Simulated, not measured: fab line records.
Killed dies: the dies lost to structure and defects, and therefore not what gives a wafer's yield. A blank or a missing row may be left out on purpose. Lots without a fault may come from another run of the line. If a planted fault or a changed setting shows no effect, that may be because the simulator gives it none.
A struck lot beside a sound one / flow rit-cmos / 27 out of 202 route steps
Sound: wafers L175.1, L175.4, L175.6. Struck: wafers L168.2, L168.3, L168.5. The cause comes at the end.
Per side, at each step with rows, come the tool, then ch with its chambers, and then its first start. Under that, the readings that differ: sound wafers / struck wafers / difference of the means / sigmas: that difference in standard deviations of wafers without a fault.
alike: same words and numbers on both sides, and readings whose means sit less than 2 such deviations apart. not compared: any withheld reading, any reading some wafer has no value for, any bound like >300 that may hide the same value, and any number with overlapping values for which the record gives no deviation.
The two part at a step that has a row with sigmas, a row that says differs or no value, or rows on one side only. Numbers that have no deviation but don't overlap get no sigmas and don't part them. A reading that every wafer of one side lacks parts them only if that side has two wafers or more.

first, 4 steps without rows for these wafers: RIT_CONTACT_SOFTBAKE_04 (time 60 s); RIT_CONTACT_EXPOSE_05 (exposes mask M11, target cd 1000 nm); RIT_CONTACT_PEB_06; RIT_CONTACT_DEVELOP_07 (develop time 120 s).
RIT_CONTACT_CD_MEAS_08: target cd 1000 nm.
  struck on cd-sem-01, day 5 06:36; sound on cd-sem-01, day 6 21:05
  alike: cd-nm
RIT_CONTACT_OVL_MEAS_09:
  struck on overlay-02, day 5 06:43; sound on overlay-01, day 6 21:13
  alike: CONTACT_OVL
then, 1 step without rows for these wafers: RIT_CONTACT_HARDBAKE_10 (time 60 s).
RIT_CONTACT_ETCH_11: etches SiO2 in CHF3/CF4/Ar, stops on TiSi2, target depth 480 nm, time 320 s.
  sound on rie-diel-01 ch 0,2, day 6 21:23; struck on rie-diel-01 ch 0,2,3, day 5 06:53
  alike: CHF3_flow_sccm, drypump-motor-current-A, oes-product-au, rf-fwd-power-W, throttle-valve-pct
  not compared: rf-hours-counter-h
RIT_CONTACT_STRIP_12: strips in O2, time 180 s.
  sound on plasma-asher-04 ch 0,1, day 6 21:35; struck on plasma-asher-03 ch 1, day 5 07:05
  alike: drypump-motor-current-A
  not compared: rf-hours-counter-h
RIT_CONTACT_CD_MEAS_90: target cd 1000 nm.
  struck on cd-sem-02, day 5 07:17; sound on cd-sem-02, day 6 21:46
  alike: cd-nm
then, 2 steps without rows for these wafers: RIT_CONTACT_CLEAN_13 (cleans in SC1, time 600 s); RIT_CONTACT_CLEAN_14 (cleans in SC2, time 600 s).
RIT_M1_SPUTTER_00: material Al, target thk 400 nm, time 500 s.
  struck on pvd-sputter-03, day 5 07:44; sound on pvd-sputter-02, day 6 22:25
reading=model.Al_of_M1_SPUTTER_00.thk-nm (nm); sound=405.6 398.4 397.2; struck=696.1 702.3 698.2; difference=+298.5; sigmas=
  alike: throttle-valve-pct
RIT_M1_RS_MEAS_01: a four-point-probe measurement.
  struck on film-metro-03, day 5 08:02; sound on film-metro-03, day 6 22:42
reading=M1_AL_RS (ohm/sq); sound=0.0725 0.0736 0.0740; struck=0.0419 0.0415 0.0417; difference=-0.0317; sigmas=-32
RIT_M1_THK_MEAS_02: measures by xrf.
  struck on film-metro-03, day 5 08:09; sound on film-metro-03, day 6 22:49
reading=M1_AL_THK (nm); sound=412 404 400; struck=707 716 715; difference=+307; sigmas=+52
then, 6 steps without rows for these wafers: RIT_M1_HMDS_03 (prime time 60 s); RIT_M1_COAT_04 (resist thk 1300 nm); RIT_M1_SOFTBAKE_05 (time 60 s); RIT_M1_EXPOSE_06 (exposes mask M12, target cd 2600 nm); RIT_M1_PEB_07; RIT_M1_DEVELOP_08 (develop time 68 s).
RIT_M1_CD_MEAS_09: target cd 2600 nm.
  struck on cd-sem-01, day 5 09:07; sound on cd-sem-01, day 6 23:46
  alike: cd-nm
RIT_M1_OVL_MEAS_10:
  struck on overlay-01, day 5 09:13; sound on overlay-02, day 6 23:53
reading=M1_OVL (nm); sound=0.7 0.5 0.5; struck=4.7 3.4 2.2; difference=+2.9; sigmas=+2
then, 1 step without rows for these wafers: RIT_M1_HARDBAKE_11 (time 120 s).
RIT_M1_METAL_ETCH_12: etches Al in Cl2/BCl3, stops on SiO2, time 165 s, target depth 600 nm.
  sound on rie-metal-03 ch 0,1, day 7 00:10; struck on rie-metal-02 ch 0, day 5 09:30
reading=oes-product-au (a.u.); sound=0.767 0.776 0.772; struck=1.033 1.032 1.024; difference=+0.258; sigmas=+22
  alike: drypump-motor-current-A, rf-fwd-power-W, throttle-valve-pct
  not compared: rf-hours-counter-h
then, 1 step without rows for these wafers: RIT_M1_STRIP_13 (strips in nmp, time 600 s).
RIT_M1_PROBE_99:
  struck on prober-02, day 5 11:58; sound on prober-01, day 7 02:36
reading=defect-limited-yield (%); sound=97.0 98.5 96.6; struck=0 0 0; difference=-97; sigmas=-81
reading=killed_at_M0_to_M3; sound=0 0 0; struck=260 261 257; difference=+259; sigmas=+99 or more
reading=killed-dies; sound=8 4 9; struck=264 264 264; difference=+257; sigmas=+83
reading=killed-on-rim; sound=1 0 5; struck=70 70 70; difference=+68; sigmas=+45
reading=sort_bin_5_function (%); sound=2.3 0.8 1.5; struck=98.9 100.0 99.2; difference=+97.8; sigmas=+99 or more
reading=sort-n-pass; sound=256 260 255; struck=0 0 0; difference=-257; sigmas=-83
reading=sort-yield-pct (%); sound=97.0 98.5 96.6; struck=0 0 0; difference=-97; sigmas=-81
reading=model.etest.tester.sort-n-pass; sound=256 260 255; struck=0 0 0; difference=-257; sigmas=
reading=model.etest.tester.sort-yield-pct (%); sound=96.97 98.48 96.59; struck=0 0 0; difference=-97; sigmas=
reading=model.etest.tester.sort_bin_5_pct (%); sound=2.273 0.7576 1.515; struck=98.86 100 99.24; difference=+97.85; sigmas=
reading=model.etest.diode-nwell-sub.over-limit; sound=0 0 0; struck=1 1 1; difference=+1; sigmas=
reading=model.etest.diode-pplus-comb.short; sound=0 0 0; struck=1 1 1; difference=+1; sigmas=
reading=model.etest.nmos-turned.short; sound=0 0 0; struck=1 1 1; difference=+1; sigmas=
reading=model.etest.m1-comb-over-steps.short; sound=0 0 0; struck=1 1 1; difference=+1; sigmas=
reading=model.etest.ppoly-sal.short; sound=0 0 0; struck=1 1 1; difference=+1; sigmas=
  alike: killed-at-contacts, killed-at-front-end, killed-open, killed-short, sort_bin_3_pad_short, sort_bin_6_memory

WHERE THEY PART
At RIT_M1_RS_MEAS_01 first; at RIT_M1_PROBE_99 last (within this record only).

WHY: what the simulator had put in
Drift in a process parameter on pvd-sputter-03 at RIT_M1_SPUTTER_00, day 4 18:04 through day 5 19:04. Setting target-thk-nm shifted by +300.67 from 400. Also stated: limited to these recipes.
